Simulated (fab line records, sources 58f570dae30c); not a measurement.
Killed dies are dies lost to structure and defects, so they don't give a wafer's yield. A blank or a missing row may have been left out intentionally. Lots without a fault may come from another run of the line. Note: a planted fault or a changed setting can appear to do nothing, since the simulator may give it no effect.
fab line records | flow berkeleyCmos170 | part 1 of 2: steps 1 to 30 of 42
[record] lots = 5 wafers = 15 lastDay = 12
route steps=331 shown FIELD@93 SACOX@97 SCREENOX@100 NVT@104 PVT@115 GATE@125
lots that met no fault: taken from a fault-free run of the same line
startH: hours from the record's opening day to when the first of the lot's shown wafers began | waitH: how many hours have passed since the lot's step before this one | " same as the row above | L1.1+2: several wafers, shown together as one row | - value missing, or start not given | * or withheld: withheld | < > ~ a bound
route shown NAME@n: a module of which the file shows steps, and the number in the route of the first | usual: average and standard deviation across the fault-free wafers | same: alike in all rows | chamber/n: place in a boat | sites: each site's reading | _std_site: standard deviation of those values | _edge_site: outer sites' mean less inner sites' | radiusMm: how far each site lies from the wafer's centre | mask NAME#n: copy n | behind: the most recent tool/chamber to have shaped the wafer | hold: why the lot was held/for how many hours/how that ended | device: whichever transistor did not switch (one of n, p or np) | end of line: at the end of the route, the tests of the same wafers | a step without rows: its recipe alone | killed: not the wafer's yield, but the dies lost to structure and defects at the first sort | map: the dies of a wafer, with x for killed, . for not killed, _ for no die there
set.NAME: setting as actually run; set.NAME@STEP: the setting as run at that earlier step | model.NAME: the simulator's own value behind a step, which no gauge read
lots at some steps of the route; a table a step, a row a wafer
services: when a tool's chamber went out of use (startH, in hours from the record's first day, below 0 if earlier), for how many hours, and the reason
[[steps]]
[step UCB170_FIELD_WET_ETCH_04]
[recipe] chemistry = dHF dilution = 10:1 target = SiO2 tempC = 25 timeS = 60
[usual] bathHeatDutyPct = 6.2/0.55
// columns lot.wafer tool chamber startH waitH bathHeatDutyPct
L079.4 wetBench-02 0 119.57 0.3 5.6
L079.5 " 0 " " 6.9
L079.6 " 0 " " 5.6
L080.2 wetBench-02 3 125.69 0.0 6.4
L080.4 " 3 " " 6.5
L080.6 " 3 " " 5.6
L083.1 wetBench-02 0 136.59 0.0 6.4
L083.4 " 0 " " 6.0
L083.6 " 0 " " 6.3
L084.1 wetBench-02 2 163.00 0.0 5.8
L084.2 " 2 " " 5.5
L084.5 " 2 " " 6.9
L097.1 wetBench-02 2 212.36 0.0 5.8
L097.5 " 2 " " 6.3
L097.6 " 2 " " 6.4
[step UCB170_FIELD_WET_ETCH_05]
[recipe] chemistry = H3PO4 target = Si3N4 tempC = 160 timeS = 12600
[usual] bathHeatDutyPct = 25.8/2.7
// columns lot.wafer tool chamber startH waitH bathHeatDutyPct
L079.4 wetBench-02 3 119.78 0.2 25.5
L079.5 " 3 " " 26.2
L079.6 " 3 " " 23.8
L080.2 wetBench-02 0 125.73 0.0 28.3
L080.4 " 0 " " 28.7
L080.6 " 0 " " 28.4
L083.1 wetBench-02 2 136.62 0.0 24.8
L083.4 " 2 " " 28.0
L083.6 " 2 " " 25.1
L084.1 wetBench-03 2 163.03 0.0 20.7
L084.2 " 2 " " 22.3
L084.5 " 2 " " 21.0
L097.1 wetBench-02 1 212.39 0.0 29.6
L097.5 " 1 " " 29.4
L097.6 " 1 " " 28.7
[step UCB170_FIELD_WET_ETCH_06]
[recipe] chemistry = BOE dilution = 5:1 target = SiO2 tempC = 25 timeS = 22
[usual] bathHeatDutyPct = 6.1/0.67
// columns lot.wafer tool chamber startH waitH bathHeatDutyPct
L079.4 wetBench-02 3 123.82 0.2 5.5
L079.5 " 3 " " 6.1
L079.6 " 3 " " 6.5
L080.2 wetBench-03 2 129.56 0.0 5.9
L080.4 " 2 " " 5.3
L080.6 " 2 " " 5.7
L083.1 wetBench-02 3 140.15 0.0 6.5
L083.4 " 3 " " 6.3
L083.6 " 3 " " 6.4
L084.1 wetBench-04 3 166.53 0.0 5.7
L084.2 " 3 " " 5.8
L084.5 " 3 " " 5.7
L097.1 wetBench-03 3 216.22 0.0 5.3
L097.5 " 3 " " 4.5
L097.6 " 3 " " 4.7
[step UCB170_FIELD_THK_MEAS_90]
[recipe] reads = SiO2_of_FIELD_OXIDATION_01
[usual] FIELD_OXIDE_LEFT_1_THK = 442/11
// columns lot.wafer tool chamber startH waitH FIELD_OXIDE_LEFT_1_THK[nm]
L079.4 filmMetro-02 - 123.87 0.0 444
L079.5 " - " " 438
L079.6 " - " " 437
L080.2 filmMetro-03 - 129.58 0.0 435
L080.4 " - " " 440
L080.6 " - " " 441
L083.1 filmMetro-03 - 140.16 0.0 429
L083.4 " - " " 430
L083.6 " - " " 430
L084.1 filmMetro-03 - 166.64 0.1 447
L084.2 " - " " 439
L084.5 " - " " 444
L097.1 filmMetro-03 - 216.23 0.0 445
L097.5 " - " " 445
L097.6 " - " " 455
[step UCB170_SACOX_CLEAN_00]
[recipe] chemistry = dHF dilution = 25:1 timeS = 7.5
// columns lot.wafer tool chamber startH waitH
L079.4+5+6 wetBench-01 0 123.90 0.0
L080.2+4+6 wetBench-02 2 129.63 0.0
L083.1+4+6 wetBench-02 1 140.22 0.1
L084.1+2+5 wetBench-03 3 166.70 0.1
L097.1+5+6 wetBench-02 1 216.29 0.1
[step UCB170_SACOX_OXIDATION_01]
[recipe] tempC = 900 ambient = O2 targetThkA = 144 oxTimeS = 2400
// columns lot.wafer tool chamber startH waitH
L079.4+5+6 furnace-04 0 126.99 3.1
L080.2+4+6 furnace-04 0 131.66 2.0
L083.1+4+6 furnace-03 0 143.04 2.8
L084.1+2+5 furnace-03 0 169.86 3.1
L097.1+5+6 furnace-04 0 220.16 3.9
[step UCB170_SACOX_THK_MEAS_02]
[recipe] reads = SiO2_of_SACOX_OXIDATION_01
[usual] SACOX_OXIDE_THK = 14.4/0.32
// columns lot.wafer tool chamber startH waitH SACOX_OXIDE_THK[nm]
L079.4 filmMetro-02 - 128.69 0.0 14.0
L079.5 " - " " 14.0
L079.6 " - " " 14.0
L080.2 filmMetro-04 - 133.33 0.0 14.0
L080.4 " - " " 14.1
L080.6 " - " " 14.0
L083.1 filmMetro-02 - 144.71 0.0 14.8
L083.4 " - " " 14.9
L083.6 " - " " 15.0
L084.1 filmMetro-01 - 171.58 0.1 14.3
L084.2 " - " " 14.1
L084.5 " - " " 14.3
L097.1 filmMetro-01 - 221.83 0.0 14.4
L097.5 " - " " 14.5
L097.6 " - " " 14.4
[step UCB170_SCREENOX_WET_ETCH_00]
[recipe] chemistry = dHF dilution = 25:1 target = SiO2 tempC = 25 timeS = 200
[usual] bathHeatDutyPct = 6.2/0.64
// columns lot.wafer tool chamber startH waitH bathHeatDutyPct
L079.4 wetBench-01 3 128.72 0.0 5.3
L079.5 " 3 " " 4.5
L079.6 " 3 " " 5.2
L080.2 wetBench-02 2 133.40 0.1 5.4
L080.4 " 2 " " 5.7
L080.6 " 2 " " 5.5
L083.1 wetBench-02 2 144.77 0.1 6.0
L083.4 " 2 " " 6.2
L083.6 " 2 " " 6.1
L084.1 wetBench-02 3 171.77 0.2 6.4
L084.2 " 3 " " 5.0
L084.5 " 3 " " 5.8
L097.1 wetBench-01 3 224.16 2.3 4.9
L097.5 " 3 " " 4.8
L097.6 " 3 " " 5.8
[step UCB170_SCREENOX_OXIDATION_01]
[recipe] tempC = 900 ambient = O2 targetThkA = 144 oxTimeS = 2400
// columns lot.wafer tool chamber startH waitH
L079.4+5+6 furnace-03 0 131.71 2.9
L080.2+4+6 furnace-03 0 137.37 3.9
L083.1+4+6 furnace-03 0 147.56 2.7
L084.1+2+5 furnace-04 0 173.50 1.7
L097.1+5+6 furnace-04 0 225.75 1.5
[step UCB170_SCREENOX_THK_MEAS_02]
[recipe] reads = SiO2_of_SCREENOX_OXIDATION_01
[usual] SCREENOX_OXIDE_THK = 14.5/0.35
// columns lot.wafer tool chamber startH waitH SCREENOX_OXIDE_THK[nm]
L079.4 filmMetro-03 - 133.40 0.0 14.4
L079.5 " - " " 14.5
L079.6 " - " " 14.4
L080.2 filmMetro-02 - 139.05 0.0 15.2
L080.4 " - " " 15.5
L080.6 " - " " 15.2
L083.1 filmMetro-02 - 149.22 0.0 14.4
L083.4 " - " " 14.5
L083.6 " - " " 14.5
L084.1 filmMetro-02 - 175.17 0.0 14.9
L084.2 " - " " 14.7
L084.5 " - " " 15.0
L097.1 filmMetro-02 - 227.41 0.0 14.4
L097.5 " - " " 14.2
L097.6 " - " " 14.3
[step UCB170_SCREENOX_ANNEAL_03]
[recipe] tempC = 900 timeS = 900 ambient = N2
// columns lot.wafer tool chamber startH waitH
L079.4+5+6 furnace-03 0 136.12 2.7
L080.2+4+6 furnace-03 0 141.79 2.7
L083.1+4+6 furnace-02 0 153.44 4.2
L084.1+2+5 furnace-04 0 176.52 1.3
L097.1+5+6 furnace-03 0 229.52 2.1
[step UCB170_NVT_HMDS_00]
[recipe] primeTimeS = 60 primeTempC = 100
[same] primeTimeS = 60
// columns lot.wafer tool chamber startH waitH
L079.4+5+6 lithoTrack-04 0 137.45 0.1
L080.2+4+6 lithoTrack-01 0 143.17 0.1
L083.1+4+6 lithoTrack-01 0 154.69 0.0
L084.1+2+5 lithoTrack-04 0 177.77 0.0
L097.1+5+6 lithoTrack-03 0 231.10 0.3
[step UCB170_NVT_COAT_01]
[recipe] resist = KrF spinRpm = 1500 resistThkNm = 900
[usual] dispensePressureKPa = 50.3/2.3
// columns lot.wafer tool chamber startH waitH dispensePressureKPa
L079.4 lithoTrack-04 0 137.60 0.1 51.7
L079.5 " 0 " " 51.8
L079.6 " 0 " " 51.8
L080.2 lithoTrack-01 0 143.32 0.1 52.4
L080.4 " 0 " " 52.4
L080.6 " 0 " " 52.5
L083.1 lithoTrack-01 0 154.84 0.1 52.5
L083.4 " 0 " " 52.5
L083.6 " 0 " " 52.4
L084.1 lithoTrack-04 0 177.92 0.1 51.8
L084.2 " 0 " " 51.8
L084.5 " 0 " " 51.8
L097.1 lithoTrack-03 0 231.25 0.1 47.4
L097.5 " 0 " " 47.4
L097.6 " 0 " " 47.4
[step UCB170_NVT_SOFTBAKE_02]
[recipe] resist = KrF tempC = 130 timeS = 60
[usual] plateTempC = 130.02/0.13
// columns lot.wafer tool chamber startH waitH plateTempC
L079.4 lithoTrack-04 0 137.75 0.1 130.07
L079.5 " 0 " " 130.12
L079.6 " 0 " " 130.18
L080.2 lithoTrack-01 0 143.47 0.1 130.14
L080.4 " 0 " " 129.97
L080.6 " 0 " " 130.11
L083.1 lithoTrack-01 0 154.99 0.1 130.17
L083.4 " 0 " " 130.00
L083.6 " 0 " " 130.15
L084.1 lithoTrack-04 0 178.07 0.1 129.99
L084.2 " 0 " " 129.70
L084.5 " 0 " " 129.89
L097.1 lithoTrack-03 0 231.40 0.1 129.97
L097.5 " 0 " " 129.88
L097.6 " 0 " " 129.80
[step UCB170_NVT_EXPOSE_03]
[recipe] maskId = PWELL targetCdNm = 3000 na = 0.5 sigmaOuter = 0.6 sourceShape = conventional doseMj = 30
// columns lot.wafer tool chamber startH waitH mask
L079.4+5+6 krfScanner-01 0 137.88 0.1 PWELL#0
L080.2+4+6 krfScanner-02 0 143.73 0.2 PWELL#0
L083.1+4+6 krfScanner-02 0 155.25 0.2 PWELL#0
L084.1+2+5 krfScanner-02 0 178.46 0.4 PWELL#0
L097.1+5+6 krfScanner-01 0 231.77 0.3 PWELL#0
[step UCB170_NVT_PEB_04]
[recipe] pebTempC = 130 pebTimeS = withheld resist = KrF
[usual] plateTempC = 130.00/0.15
// columns lot.wafer tool chamber startH waitH plateTempC
L079.4 lithoTrack-01 0 138.02 0.1 129.86
L079.5 " 0 " " 129.96
L079.6 " 0 " " 130.03
L080.2 lithoTrack-03 0 144.05 0.3 129.93
L080.4 " 0 " " 129.97
L080.6 " 0 " " 130.11
L083.1 lithoTrack-01 0 155.53 0.3 130.11
L083.4 " 0 " " 129.93
L083.6 " 0 " " 129.97
L084.1 lithoTrack-04 0 178.94 0.5 129.99
L084.2 " 0 " " 129.88
L084.5 " 0 " " 129.90
L097.1 lithoTrack-04 0 232.44 0.7 129.72
L097.5 " 0 " " 129.70
L097.6 " 0 " " 130.01
[step UCB170_NVT_DEVELOP_05]
[recipe] developer = TMAH developTimeS = 45 resist = KrF devTempC = 21
// columns lot.wafer tool chamber startH waitH
L079.4+5+6 lithoTrack-01 0 - -
L080.2+4+6 lithoTrack-03 0 - -
L083.1+4+6 lithoTrack-01 0 - -
L084.1+2+5 lithoTrack-04 0 - -
L097.1+5+6 lithoTrack-04 0 - -
[step UCB170_NVT_OVL_MEAS_06]
[usual] NVT_OVL = -2/5.7
// columns lot.wafer tool chamber startH waitH NVT_OVL[nm]
L079.4 overlay-02 - 138.23 - -2
L079.5 " - " " 6
L079.6 " - " " -13
L080.2 overlay-02 - 144.31 - 7
L080.4 " - " " 4
L080.6 " - " " 4
L083.1 overlay-01 - 155.80 - 5
L083.4 " - " " -6
L083.6 " - " " -9
L084.1 overlay-02 - 179.22 - -12
L084.2 " - " " 0
L084.5 " - " " -12
L097.1 overlay-02 - 232.75 - -12
L097.5 " - " " -14
L097.6 " - " " -3
[step UCB170_NVT_IMPLANT_07]
[recipe] species = BF2 doseCm2 = 3e+12 energyKev = 50 tiltDeg = 7
[usual] faradayCurrentUA = 9.53/0.19
// columns lot.wafer tool chamber startH waitH faradayCurrentUA
L079.4 implanter-03 0 138.33 0.1 9.30
L079.5 " 0 " " 9.59
L079.6 " 0 " " 9.28
L080.2 implanter-02 0 144.36 0.0 9.43
L080.4 " 0 " " 9.43
L080.6 " 0 " " 9.65
L083.1 implanter-02 0 155.84 0.0 9.74
L083.4 " 0 " " 9.32
L083.6 " 0 " " 9.39
L084.1 implanter-02 0 179.25 0.0 9.30
L084.2 " 0 " " 9.61
L084.5 " 0 " " 9.83
L097.1 implanter-01 0 232.79 0.0 9.43
L097.5 " 0 " " 9.69
L097.6 " 0 " " 9.41
[step UCB170_NVT_STRIP_08]
[recipe] chemistry = O2 powerW = 400 pressureMtorr = 3500 platenTempC = withheld o2FlowSccm = 400 overashFraction = 0.5
[usual] drypumpMotorCurrentA = 5.9/0.4 oesProductAu = 0.735/0.0043 stripTimeToEndpointS = 21.65/0.066
[same] overashFraction = 0.5
// columns lot.wafer tool chamber startH waitH drypumpMotorCurrentA oesProductAu rfHoursCounterH stripTimeToEndpointS
L079.4 plasmaAsher-04 1 138.43 0.1 5.3 0.732 - 21.69
L079.5 " 1 " " 5.2 0.733 - 21.66
L079.6 " 0 " " 6.2 0.736 - 21.67
L080.2 plasmaAsher-04 1 144.49 0.1 5.2 0.733 45 21.70
L080.4 " 1 " " 5.3 0.735 - 21.67
L080.6 " 1 " " 5.3 0.735 - 21.65
L083.1 plasmaAsher-04 1 155.99 0.1 5.2 0.741 46 21.58
L083.4 " 1 " " 5.3 0.739 - 21.62
L083.6 " 0 " " 6.2 0.727 - 21.57
L084.1 plasmaAsher-03 1 179.40 0.1 6.3 0.734 7 21.74
L084.2 " 0 " " 6.1 0.739 7 21.71
L084.5 " 1 " " 6.3 0.733 - 21.80
L097.1 plasmaAsher-04 1 232.94 0.1 5.2 0.732 56 21.70
L097.5 " 1 " " 5.2 0.733 - 21.69
L097.6 " 0 " " 6.2 0.733 - 21.69
[step UCB170_NVT_TW_MEAS_09]
[usual] NVT_TW = 524/7.3
// columns lot.wafer tool chamber startH waitH NVT_TW
L079.4 filmMetro-03 - 138.53 0.1 515
L079.5 " - " " 517
L079.6 " - " " 514
L080.2 filmMetro-04 - 144.60 0.1 532
L080.4 " - " " 533
L080.6 " - " " 529
L083.1 filmMetro-03 - 156.09 0.1 519
L083.4 " - " " 523
L083.6 " - " " 517
L084.1 filmMetro-03 - 179.50 0.1 517
L084.2 " - " " 515
L084.5 " - " " 518
L097.1 filmMetro-01 - 233.04 0.1 532
L097.5 " - " " 533
L097.6 " - " " 532
[step UCB170_NVT_CLEAN_10]
[recipe] chemistry = SPM tempC = 120 timeS = 600
[usual] bathHeatDutyPct = 12.9/1.4
// columns lot.wafer tool chamber startH waitH bathHeatDutyPct
L079.4 wetBench-04 0 139.94 1.4 14.5
L079.5 " 0 " " 13.3
L079.6 " 0 " " 14.6
L080.2 wetBench-03 3 144.79 0.2 11.2
L080.4 " 3 " " 11.7
L080.6 " 3 " " 10.9
L083.1 wetBench-04 1 156.15 0.1 14.3
L083.4 " 1 " " 15.3
L083.6 " 1 " " 13.3
L084.1 wetBench-01 1 180.60 1.1 13.7
L084.2 " 1 " " 13.7
L084.5 " 1 " " 13.9
L097.1 wetBench-04 3 233.10 0.1 12.2
L097.5 " 3 " " 12.3
L097.6 " 3 " " 10.7
[step UCB170_PVT_HMDS_00]
[recipe] primeTimeS = 60 primeTempC = 100
[same] primeTimeS = 60
// columns lot.wafer tool chamber startH waitH
L079.4+5+6 lithoTrack-02 0 140.21 0.1
L080.2+4+6 lithoTrack-02 0 145.07 0.1
L083.1+4+6 lithoTrack-01 0 156.32 0.0
L084.1+2+5 lithoTrack-02 0 180.90 0.1
L097.1+5+6 lithoTrack-04 0 234.17 0.9
[step UCB170_PVT_COAT_01]
[recipe] resist = KrF spinRpm = 1500 resistThkNm = 900
[usual] dispensePressureKPa = 49/3.6
// columns lot.wafer tool chamber startH waitH dispensePressureKPa
L079.4 lithoTrack-02 0 140.36 0.1 45
L079.5 " 0 " " 45
L079.6 " 0 " " 45
L080.2 lithoTrack-02 0 145.22 0.1 45
L080.4 " 0 " " 45
L080.6 " 0 " " 45
L083.1 lithoTrack-01 0 156.47 0.1 52
L083.4 " 0 " " 52
L083.6 " 0 " " 52
L084.1 lithoTrack-02 0 181.05 0.1 45
L084.2 " 0 " " 45
L084.5 " 0 " " 45
L097.1 lithoTrack-04 0 234.32 0.1 52
L097.5 " 0 " " 52
L097.6 " 0 " " 52
[step UCB170_PVT_SOFTBAKE_02]
[recipe] resist = KrF tempC = 130 timeS = 60
[usual] plateTempC = 130.03/0.13
// columns lot.wafer tool chamber startH waitH plateTempC
L079.4 lithoTrack-02 0 140.51 0.1 130.03
L079.5 " 0 " " 130.13
L079.6 " 0 " " 130.14
L080.2 lithoTrack-02 0 145.37 0.1 129.86
L080.4 " 0 " " 129.79
L080.6 " 0 " " 129.87
L083.1 lithoTrack-01 0 156.62 0.1 130.09
L083.4 " 0 " " 129.92
L083.6 " 0 " " 130.06
L084.1 lithoTrack-02 0 181.20 0.1 129.93
L084.2 " 0 " " 130.00
L084.5 " 0 " " 129.91
L097.1 lithoTrack-04 0 234.47 0.1 130.20
L097.5 " 0 " " 129.89
L097.6 " 0 " " 129.96
[step UCB170_PVT_EXPOSE_03]
[recipe] maskId = NWELL targetCdNm = 3000 na = 0.5 sigmaOuter = 0.6 sourceShape = conventional doseMj = 30
// columns lot.wafer tool chamber startH waitH mask
L079.4+5+6 krfScanner-02 0 140.64 0.1 NWELL#0
L080.2+4+6 krfScanner-02 0 145.52 0.1 NWELL#0
L083.1+4+6 krfScanner-02 0 156.77 0.1 NWELL#0
L084.1+2+5 krfScanner-01 0 - - NWELL#0
L097.1+5+6 krfScanner-01 0 - - NWELL#0
[step UCB170_PVT_PEB_04]
[recipe] pebTempC = 130 pebTimeS = withheld resist = KrF
[usual] plateTempC = 130.01/0.12
// columns lot.wafer tool chamber startH waitH plateTempC
L079.4 lithoTrack-04 0 141.19 0.5 129.85
L079.5 " 0 " " 129.99
L079.6 " 0 " " 129.83
L080.2 lithoTrack-04 0 145.84 0.3 130.01
L080.4 " 0 " " 129.80
L080.6 " 0 " " 129.88
L083.1 lithoTrack-04 0 156.89 0.1 130.16
L083.4 " 0 " " 129.99
L083.6 " 0 " " 130.07
L084.1 lithoTrack-04 0 - - 130.19
L084.2 " 0 " " 130.19
L084.5 " 0 " " 130.02
L097.1 lithoTrack-01 0 - - 130.19
L097.5 " 0 " " 129.98
L097.6 " 0 " " 130.12
[step UCB170_PVT_DEVELOP_05]
[recipe] developer = TMAH developTimeS = 45 resist = KrF devTempC = 21
// columns lot.wafer tool chamber startH waitH
L079.4+5+6 lithoTrack-04 0 - -
L080.2+4+6 lithoTrack-04 0 - -
L083.1+4+6 lithoTrack-04 0 - -
L084.1+2+5 lithoTrack-04 0 - -
L097.1+5+6 lithoTrack-01 0 - -
[step UCB170_PVT_OVL_MEAS_06]
[usual] PVT_OVL = -3/5.5
// columns lot.wafer tool chamber startH waitH PVT_OVL[nm]
L079.4 overlay-01 - 141.41 - -4
L079.5 " - " " -10
L079.6 " - " " 0
L080.2 overlay-02 - 146.09 - 4
L080.4 " - " " 6
L080.6 " - " " 3
L083.1 overlay-01 - 157.17 - 1
L083.4 " - " " -10
L083.6 " - " " -13
L084.1 overlay-02 - 182.91 - -5
L084.2 " - " " -9
L084.5 " - " " -8
L097.1 overlay-02 - 236.49 - -2
L097.5 " - " " 7
L097.6 " - " " -1
[step UCB170_PVT_IMPLANT_07]
[recipe] species = P doseCm2 = 2e+12 energyKev = 30 tiltDeg = 7
[usual] faradayCurrentUA = 6.35/0.13
// columns lot.wafer tool chamber startH waitH faradayCurrentUA
L079.4 implanter-03 0 141.50 0.1 6.43
L079.5 " 0 " " 6.24
L079.6 " 0 " " 6.47
L080.2 implanter-02 0 146.15 0.0 6.11
L080.4 " 0 " " 6.28
L080.6 " 0 " " 6.35
L083.1 implanter-04 0 157.20 0.0 6.25
L083.4 " 0 " " 6.11
L083.6 " 0 " " 6.46
L084.1 implanter-03 0 182.94 0.0 6.39
L084.2 " 0 " " 6.45
L084.5 " 0 " " 6.12
L097.1 implanter-02 0 236.53 0.0 6.24
L097.5 " 0 " " 6.58
L097.6 " 0 " " 6.17
